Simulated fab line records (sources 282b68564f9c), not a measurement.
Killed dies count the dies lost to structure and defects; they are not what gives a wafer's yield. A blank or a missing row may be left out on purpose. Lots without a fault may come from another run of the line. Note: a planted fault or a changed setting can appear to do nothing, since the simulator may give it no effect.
8D (eight disciplines) problem report, filled in by code	flow rit-cmos	the parts of the form that need people (team, actions taken, sign-off) are left out

1. WHAT IS WRONG
Mean SPACER_NITRIDE_THK at RIT_SPACER_THK_MEAS_04: 121.1 nm over 9 wafers in 3 lots; fault-free wafers: 250.0 nm, standard deviation 2.8. Relative to the usual mean, that is a shift of -46 standard deviations.
First seen on wafer L127.1, day 4 08:41, on film-metro-02. Wafers with a number at this step in the record: 36, from 12 lots. By rule, "out" or "out of limits" means more than 4 standard deviations away from the usual mean. The rest of the wafers with a number are treated as sound.

2. WHAT THIS IS AND IS NOT
question	is	is not
which readings at this step	SPACER_NITRIDE_THK	-
which lots	L127, L128, L133	L122, L123, L126, L135, L139, L142, L143, L144, L145
which wafers of those lots	all that have a number	-
read on which gauges	film-metro-01, film-metro-02, film-metro-04	-
when	from day 4 08:41	up to then (9 sound wafers); but 18 sound wafers of L135, L139, L142, L143, L144, L145 came after

3. SUSPECTS, AND WHAT RULES EACH OUT
Counting: a tool stays on the suspect list if, at a process step up to the reading, it processed all lots that are out and no sound lot following the first of them.
- the gauge at RIT_SPACER_THK_MEAS_04 is ruled out. Those wafers that are out were read across 3 gauges (film-metro-01, film-metro-02, film-metro-04).
- lpcvd-01 at RIT_SPACER_CVD_03 (deposits Si3N4 from SiH2Cl2/NH3, target thk 250 nm, time 3300 s): ruled out as a lasting fault. Sound lots L145 ran on it after its first lot that is out, L127 (day 4 06:46).
Left after counting: nothing in the record.

4. THE CAUSE (what the simulator had put in)
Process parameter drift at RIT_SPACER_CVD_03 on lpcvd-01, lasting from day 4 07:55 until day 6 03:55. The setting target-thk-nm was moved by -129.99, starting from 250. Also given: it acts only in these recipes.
It was ruled out by counting, in error; the rule expects a fault to strike all lots run on its tool from its start on, and this fault did not.

5. SEQUENCE OF EFFECTS, ordered by route
One row per reading whose mean, taken over the struck wafers that have a number, lies over 3 standard deviations from the usual. Only readings for which the record gives a usual standard deviation are gone through. hours: the time from each lot's start at the first step in this table that gives one to its start at this step, as a median over the lots. sigmas: the change in usual standard deviations.
hours	step	reading	usual	on struck wafers	change	sigmas
0	RIT_SPACER_THK_MEAS_04	SPACER_NITRIDE_THK	250.0 nm	121.1	-128.9	-46
0	RIT_SPACER_ETCHBACK_05	oes-product-au	0.845 a.u.	0.528	-0.317	-18
Here are the process steps it includes:
- RIT_SPACER_ETCHBACK_05: etches Si3N4 in SF6/CHF3, stops on SiO2, target depth 250 nm, time 240 s.
Later measuring or inspecting steps at which every struck wafer that the step has a row for has a number for every such reading, and none has moved that far: RIT_M1_BOW_MEAS_16.

6. WHAT WOULD HAVE CAUGHT IT SOONER
In this record the first reading out of limits at a measuring or inspecting step was taken at day 4 08:41, 1 hour after the fault began at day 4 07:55.
